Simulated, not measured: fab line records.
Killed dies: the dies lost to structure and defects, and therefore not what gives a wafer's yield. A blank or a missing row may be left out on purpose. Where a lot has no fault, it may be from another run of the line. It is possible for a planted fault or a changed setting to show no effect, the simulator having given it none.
fab line records + flow rit-cmos
record:
- lots: 7
- wafers: 21
- last-day: 7
route steps=202 shown REOX@100 NLDD@103 M1@202
lots that met no fault: from a run of the same line without faults
start-h: start of the lot's first displayed wafer, in hours after the record's first day + wait-h: hours since the lot's step before + " same as the row above + L1.1+2: several wafers, shown together as one row + - no value, or no start was given + * or withheld: withheld + < > ~ a bound
route shown NAME@n: names a module that has steps shown in the file, with the first one's number in the route + usual: the fault-free wafers' mean and standard deviation + same: alike in all rows + chamber/n: place in a boat + sites: the reading at each site + _std_site: standard deviation across them + _edge_site: outer sites' mean less inner sites' + radius-mm: how far each site lies from the wafer's centre + mask NAME#n: copy n + behind: the tool/chamber that last shaped the wafer + hold: why the lot was held/for how many hours/how that ended + device: names the non-switching transistor (n, p or np) + end of line: the same wafers' tests at the end of the route + a step given without rows: its recipe and nothing more + killed: dies lost to structure and defects at the first sort, not the wafer's yield + map: a wafer's dies, x killed, . not, _ none there
set.NAME: the setting that was run; set.NAME@STEP: the one run at that earlier step + model.NAME: the simulator's own value behind a step, which no gauge read
lots seen at some steps along the route; tables by step, rows by wafer
services: a tool's chamber out of use, with start hour (start-h, from the record's first day; less than 0 if before it), hours out, and reason
== steps ==
step: RIT_REOX_CLEAN_02
recipe:
- chemistry: SC2
- mix: 3:3:50
- time-s: 600
- temp-c: 75
- dry: n2-spin
step: RIT_REOX_OXIDATION_03
recipe:
- temp-c: 900
- ambient: O2
- target-thk-a: 252
- ox-time-s: 5580
step: RIT_REOX_THK_MEAS_04
recipe:
- reads: SiO2_of_REOX_OXIDATION_03
usual:
- REOX_OXIDE_THK: 24.8/0.57
| lot.wafer | tool          | chamber | start-h | wait-h | REOX_OXIDE_THK[nm] |
|-----------|---------------|---------|---------|--------|--------------------|
| L469.1    | film-metro-02 | -       | 76.33   | 0.0    | 23.8               |
| L469.2    | "             | -       | "       | "      | 24.1               |
| L469.3    | "             | -       | "       | "      | 23.7               |
| L470.1    | film-metro-04 | -       | 84.60   | 0.0    | 25.0               |
| L470.5    | "             | -       | "       | "      | 25.7               |
| L470.6    | "             | -       | "       | "      | 25.3               |
| L474.1    | film-metro-04 | -       | 106.00  | 0.0    | 24.9               |
| L474.5    | "             | -       | "       | "      | 24.7               |
| L474.6    | "             | -       | "       | "      | 24.6               |
| L475.4    | film-metro-04 | -       | 108.51  | 0.0    | 24.9               |
| L475.5    | "             | -       | "       | "      | 24.3               |
| L475.6    | "             | -       | "       | "      | 24.9               |
| L476.2    | film-metro-03 | -       | 114.61  | 0.0    | 24.7               |
| L476.4    | "             | -       | "       | "      | 25.4               |
| L476.5    | "             | -       | "       | "      | 24.6               |
| L477.1    | film-metro-02 | -       | 117.01  | 0.0    | 25.5               |
| L477.5    | "             | -       | "       | "      | 25.1               |
| L477.6    | "             | -       | "       | "      | 25.3               |
| L483.1    | film-metro-02 | -       | 147.15  | 0.0    | 24.1               |
| L483.2    | "             | -       | "       | "      | 24.2               |
| L483.5    | "             | -       | "       | "      | 23.3               |
step: RIT_NLDD_HMDS_00
recipe:
- prime-time-s: 60
- prime-temp-c: 140
step: RIT_NLDD_COAT_01
recipe:
- resist: NOVOLAK
- spin-rpm: 3250
- resist-thk-nm: 1000
step: RIT_NLDD_SOFTBAKE_02
recipe:
- resist: NOVOLAK
- temp-c: 90
- time-s: 60
step: RIT_NLDD_EXPOSE_03
recipe:
- mask-id: M7
- na: 0.57
- target-cd-nm: 40700
- dose-mj: 250
step: RIT_NLDD_PEB_04
recipe:
- resist: NOVOLAK
- temp-c: withheld
- time-s: withheld
step: RIT_NLDD_DEVELOP_05
recipe:
- resist: NOVOLAK
- develop-time-s: 50
- dev-temp-c: 23
step: RIT_NLDD_OVL_MEAS_06
usual:
- NLDD_OVL: 0.1/1.4
| lot.wafer | tool       | chamber | start-h | wait-h | NLDD_OVL[nm] |
|-----------|------------|---------|---------|--------|--------------|
| L469.1    | overlay-02 | -       | 77.24   | -      | -0.4         |
| L469.2    | "          | -       | "       | "      | -1.5         |
| L469.3    | "          | -       | "       | "      | -1.7         |
| L470.1    | overlay-02 | -       | 85.51   | -      | 2.2          |
| L470.5    | "          | -       | "       | "      | 1.5          |
| L470.6    | "          | -       | "       | "      | 0.3          |
| L474.1    | overlay-01 | -       | 107.03  | -      | -1.4         |
| L474.5    | "          | -       | "       | "      | 1.4          |
| L474.6    | "          | -       | "       | "      | 0.9          |
| L475.4    | overlay-02 | -       | 109.61  | -      | 1.6          |
| L475.5    | "          | -       | "       | "      | 1.2          |
| L475.6    | "          | -       | "       | "      | 0.8          |
| L476.2    | overlay-02 | -       | 115.64  | -      | 1.1          |
| L476.4    | "          | -       | "       | "      | 0.7          |
| L476.5    | "          | -       | "       | "      | 1.6          |
| L477.1    | overlay-02 | -       | 118.04  | -      | 2.8          |
| L477.5    | "          | -       | "       | "      | 3.1          |
| L477.6    | "          | -       | "       | "      | 1.9          |
| L483.1    | overlay-02 | -       | 148.14  | -      | -1.2         |
| L483.2    | "          | -       | "       | "      | -0.7         |
| L483.5    | "          | -       | "       | "      | -3.2         |
step: RIT_NLDD_HARDBAKE_07
recipe:
- resist: NOVOLAK
- temp-c: 140
- time-s: 60
step: RIT_NLDD_IMPLANT_08
recipe:
- species: P
- energy-kev: 20
- dose-cm2: 5e+14
- tilt-deg: 7
step: RIT_NLDD_STRIP_09
recipe:
- chemistry: O2
- time-s: 180
- resist: NOVOLAK
- platen-temp-c: withheld
- power-w: 500
- pressure-mtorr: 4000
- o2-flow-sccm: 4000
usual:
- chamber-pressure-mTorr: 4000/3.6
- drypump-motor-current-A: 6.00/0.28
| lot.wafer | tool            | chamber | start-h | wait-h | chamber-pressure-mTorr | drypump-motor-current-A | rf-hours-counter-h |
|-----------|-----------------|---------|---------|--------|------------------------|-------------------------|--------------------|
| L469.1    | plasma-asher-02 | 0       | 77.58   | 0.1    | 3999                   | 6.34                    | 44                 |
| L469.2    | "               | 1       | "       | "      | 4006                   | 5.93                    | 44                 |
| L469.3    | "               | 1       | "       | "      | 4004                   | 5.91                    | -                  |
| L470.1    | plasma-asher-03 | 1       | 85.85   | 0.1    | 4000                   | 5.80                    | 29                 |
| L470.5    | "               | 1       | "       | "      | 3999                   | 5.80                    | -                  |
| L470.6    | "               | 0       | "       | "      | 3994                   | 5.93                    | -                  |
| L474.1    | plasma-asher-02 | 1       | 107.37  | 0.1    | 4004                   | 5.92                    | 47                 |
| L474.5    | "               | 0       | "       | "      | 2006                   | 6.35                    | -                  |
| L474.6    | "               | 1       | "       | "      | 4001                   | 5.93                    | -                  |
| L475.4    | plasma-asher-02 | 0       | 109.99  | 0.1    | 1996                   | 6.31                    | -                  |
| L475.5    | "               | 1       | "       | "      | 4002                   | 5.95                    | -                  |
| L475.6    | "               | 0       | "       | "      | 1996                   | 6.32                    | -                  |
| L476.2    | plasma-asher-02 | 1       | 115.97  | 0.1    | 4001                   | 5.95                    | 48                 |
| L476.4    | "               | 1       | "       | "      | 3995                   | 5.95                    | -                  |
| L476.5    | "               | 0       | "       | "      | 1999                   | 6.36                    | -                  |
| L477.1    | plasma-asher-04 | 1       | 118.38  | 0.1    | 4000                   | 5.49                    | 0                  |
| L477.5    | "               | 0       | "       | "      | 4000                   | 6.25                    | -                  |
| L477.6    | "               | 1       | "       | "      | 3999                   | 5.49                    | -                  |
| L483.1    | plasma-asher-04 | 1       | 148.63  | 0.2    | 3999                   | 5.50                    | 3                  |
| L483.2    | "               | 0       | "       | "      | 4001                   | 6.22                    | 3                  |
| L483.5    | "               | 0       | "       | "      | 4005                   | 6.22                    | -                  |
step: RIT_NLDD_TW_MEAS_10
usual:
- NLDD_TW: 2490/26
| lot.wafer | tool          | chamber | start-h | wait-h | NLDD_TW |
|-----------|---------------|---------|---------|--------|---------|
| L469.1    | film-metro-01 | -       | 77.75   | 0.1    | 2481    |
| L469.2    | "             | -       | "       | "      | 2494    |
| L469.3    | "             | -       | "       | "      | 2503    |
| L470.1    | film-metro-01 | -       | 86.02   | 0.1    | 2505    |
| L470.5    | "             | -       | "       | "      | 2514    |
| L470.6    | "             | -       | "       | "      | 2517    |
| L474.1    | film-metro-04 | -       | 107.54  | 0.1    | 2503    |
| L474.5    | "             | -       | "       | "      | 2503    |
| L474.6    | "             | -       | "       | "      | 2503    |
| L475.4    | film-metro-03 | -       | 110.14  | 0.1    | 2528    |
| L475.5    | "             | -       | "       | "      | 2537    |
| L475.6    | "             | -       | "       | "      | 2547    |
| L476.2    | film-metro-01 | -       | 116.16  | 0.1    | 2471    |
| L476.4    | "             | -       | "       | "      | 2459    |
| L476.5    | "             | -       | "       | "      | 2468    |
| L477.1    | film-metro-01 | -       | 118.55  | 0.1    | 2462    |
| L477.5    | "             | -       | "       | "      | 2474    |
| L477.6    | "             | -       | "       | "      | 2467    |
| L483.1    | film-metro-03 | -       | 148.80  | 0.1    | 2516    |
| L483.2    | "             | -       | "       | "      | 2505    |
| L483.5    | "             | -       | "       | "      | 2511    |
step: RIT_M1_PROBE_99
usual:
- killed-at-front-end: 7/3.2
- killed-dies: 7/3.2
- killed-on-rim: 1.9/1.4
- killed-open: 3.6/2.1
- killed-short: 3.5/2
same:
- gross-dies: 264
- killed_at_M0_to_M3: 0
- killed_at_M4_up: 0
- killed-at-back-side: 0
- killed-at-contacts: 0
- killed-at-other: 0
| lot.wafer | tool      | chamber | start-h | wait-h | killed-at-front-end | killed-dies | killed-on-rim | killed-open | killed-short |
|-----------|-----------|---------|---------|--------|---------------------|-------------|---------------|-------------|--------------|
| L469.1    | prober-01 | -       | 92.62   | 0.1    | 9                   | 9           | 2             | 3           | 6            |
| L469.2    | prober-01 | -       | 92.67   | 0.1    | 10                  | 10          | 3             | 5           | 5            |
| L469.3    | prober-01 | -       | 92.72   | 0.2    | 6                   | 6           | 2             | 2           | 4            |
| L470.1    | prober-02 | -       | 101.90  | 0.1    | 7                   | 7           | 1             | 5           | 2            |
| L470.5    | prober-02 | -       | 102.10  | 0.2    | 4                   | 4           | 1             | 3           | 1            |
| L470.6    | prober-02 | -       | 102.15  | 0.2    | 2                   | 2           | 0             | 2           | 0            |
| L474.1    | prober-02 | -       | 122.51  | 0.1    | 7                   | 7           | 3             | 4           | 3            |
| L474.5    | prober-02 | -       | 122.71  | 0.2    | 8                   | 8           | 3             | 6           | 2            |
| L474.6    | prober-02 | -       | 122.76  | 0.2    | 5                   | 5           | 2             | 3           | 2            |
| L475.4    | prober-01 | -       | 125.23  | 0.2    | 11                  | 11          | 3             | 10          | 1            |
| L475.5    | prober-01 | -       | 125.28  | 0.2    | 9                   | 9           | 3             | 4           | 5            |
| L475.6    | prober-01 | -       | 125.33  | 0.2    | 4                   | 4           | 0             | 1           | 3            |
| L476.2    | prober-02 | -       | 131.83  | 0.1    | 11                  | 11          | 3             | 6           | 5            |
| L476.4    | prober-02 | -       | 131.93  | 0.2    | 5                   | 5           | 1             | 4           | 1            |
| L476.5    | prober-02 | -       | 131.98  | 0.2    | 6                   | 6           | 2             | 2           | 4            |
| L477.1    | prober-01 | -       | 133.79  | 0.1    | 4                   | 4           | 0             | 1           | 3            |
| L477.5    | prober-01 | -       | 133.99  | 0.2    | 11                  | 11          | 1             | 8           | 3            |
| L477.6    | prober-01 | -       | 134.04  | 0.2    | 12                  | 12          | 3             | 4           | 8            |
| L483.1    | prober-01 | -       | 163.88  | 0.1    | 10                  | 10          | 0             | 7           | 3            |
| L483.2    | prober-01 | -       | 163.93  | 0.1    | 9                   | 9           | 4             | 4           | 5            |
| L483.5    | prober-01 | -       | 164.08  | 0.2    | 6                   | 6           | 1             | 3           | 3            |
killed by level:class
L469.1 GATE:geometric-particle:open=3 GATE:geometric-particle:short=3 REOX:geometric-particle:short=2 SILICIDE:geometric-particle:short=1
L469.2 GATE:geometric-particle:open=3 GATE:geometric-particle:short=2 FOX2:geometric-particle:short=1 REOX:geometric-particle:open=1 SPACER:geometric-particle:open=1 SPACER:geometric-particle:short=1 SILICIDE:geometric-particle:short=1
L469.3 FOX2:geometric-particle:short=1 FOX2:geometric-particle:open=1 GATE:geometric-particle:short=1 GATE:geometric-particle:open=1 REOX:geometric-particle:short=1 SILICIDE:geometric-particle:short=1
L470.1 SPACER:geometric-particle:open=2 FOX2:geometric-particle:open=1 GATE:geometric-particle:open=1 GATE:geometric-particle:short=1 SILICIDE:geometric-particle:open=1 SILICIDE:geometric-particle:short=1
L470.5 FOX1:geometric-particle:open=1 GATE:geometric-particle:open=1 GATE:geometric-particle:short=1 SILICIDE:geometric-particle:open=1
L470.6 GATE:geometric-particle:open=2
L474.1 FOX1:geometric-particle:open=2 GATE:geometric-particle:short=1 GATE:geometric-particle:open=1 REOX:geometric-particle:short=1 SPACER:geometric-particle:short=1 SPACER:geometric-particle:open=1
L474.5 FOX1:geometric-particle:open=2 SILICIDE:geometric-particle:open=2 FOX1:geometric-particle:short=1 GATE:geometric-particle:open=1 SPACER:geometric-particle:short=1 SPACER:geometric-particle:open=1
L474.6 GATE:geometric-particle:open=2 GATE:geometric-particle:short=1 SPACER:geometric-particle:short=1 SPACER:geometric-particle:open=1
L475.4 GATE:geometric-particle:open=4 FOX2:geometric-particle:open=2 SILICIDE:geometric-particle:open=2 FOX1:geometric-particle:open=1 GATE:geometric-particle:short=1 REOX:geometric-particle:open=1
L475.5 GATE:geometric-particle:short=2 FOX1:geometric-particle:open=1 FOX2:geometric-particle:short=1 REOX:geometric-particle:open=1 SPACER:geometric-particle:short=1 SILICIDE:geometric-particle:open=1 SILICIDE:geometric-particle:short=1 STARTING-WAFER:geometric-particle:open=1
L475.6 GATE:geometric-particle:short=3 SPACER:geometric-particle:open=1
L476.2 GATE:geometric-particle:short=3 GATE:geometric-particle:open=2 REOX:geometric-particle:open=2 ACTIVE:geometric-particle:short=1 FOX2:geometric-particle:open=1 REOX:geometric-particle:short=1 SILICIDE:geometric-particle:open=1
L476.4 SPACER:geometric-particle:open=2 FOX1:geometric-particle:open=1 REOX:geometric-particle:open=1 SPACER:geometric-particle:short=1
L476.5 GATE:geometric-particle:short=2 FOX1:geometric-particle:open=1 FOX2:geometric-particle:short=1 GATE:geometric-particle:open=1 SPACER:geometric-particle:short=1
L477.1 SPACER:geometric-particle:short=2 FOX2:geometric-particle:short=1 SPACER:geometric-particle:open=1
L477.5 FOX2:geometric-particle:open=4 GATE:geometric-particle:open=3 FOX1:geometric-particle:short=1 FOX2:geometric-particle:short=1 GATE:geometric-particle:short=1 SILICIDE:geometric-particle:open=1
L477.6 GATE:geometric-particle:open=4 SILICIDE:geometric-particle:short=3 FOX2:geometric-particle:short=2 FOX1:geometric-particle:short=1 GATE:geometric-particle:short=1 REOX:geometric-particle:short=1
L483.1 GATE:geometric-particle:open=7 GATE:geometric-particle:short=2 SILICIDE:geometric-particle:short=1
L483.2 FOX1:geometric-particle:short=3 FOX1:geometric-particle:open=1 GATE:geometric-particle:short=1 GATE:geometric-particle:open=1 SPACER:geometric-particle:open=1 SILICIDE:geometric-particle:open=1 SILICIDE:geometric-particle:short=1
L483.5 GATE:geometric-particle:open=2 FOX1:geometric-particle:open=1 GATE:geometric-particle:short=1 REOX:geometric-particle:short=1 SILICIDE:geometric-particle:short=1
== services ==
| tool            | chamber | start-h | hours | kind       |
|-----------------|---------|---------|-------|------------|
| plasma-asher-04 | -       | 108.75  | 9.0   | pm         |
| plasma-asher-04 | 0       | 108.75  | 9.0   | vent-cycle |
| plasma-asher-04 | 1       | 108.75  | 9.0   | vent-cycle |
| plasma-asher-03 | -       | 109.64  | 4.5   | repair     |
| plasma-asher-04 | 0       | 117.75  | -     | clean      |
| plasma-asher-04 | 1       | 117.75  | -     | clean      |
| plasma-asher-04 | -       | 135.38  | 1.3   | repair     |
| plasma-asher-04 | -       | 138.57  | 1.2   | repair     |
== key ==
first-sign:
- step: RIT_NLDD_STRIP_09
- reading: chamber-pressure-mTorr
- direction: down
- sigmas: 99+
- usual: 4000
- struck: 1999
effect none on later readings
met-at RIT_NLDD_STRIP_09
struck-wafers L474.5,L475.4,L475.6,L476.5
tester-left-out L474,L475,L476
onset-between 77.58 107.37
fault:
- kind: process-parameter-drift
- tool: plasma-asher-02
- chamber: 0
- onset-h: 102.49
- steps: RIT_NLDD_STRIP_09
- channel: pressure-mtorr
- offset: -2000
- shape: step
- end-h: 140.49
- acts-in: these-recipes-only
- stated: 4000
tester-left-out: of these lots the tester's yield and bins aren't shown, on N5 and GAA mostly nor the transistor test; their killed dies are dies lost to structure and defects alone, not to doping, threshold or leakage, so they don't give the yield
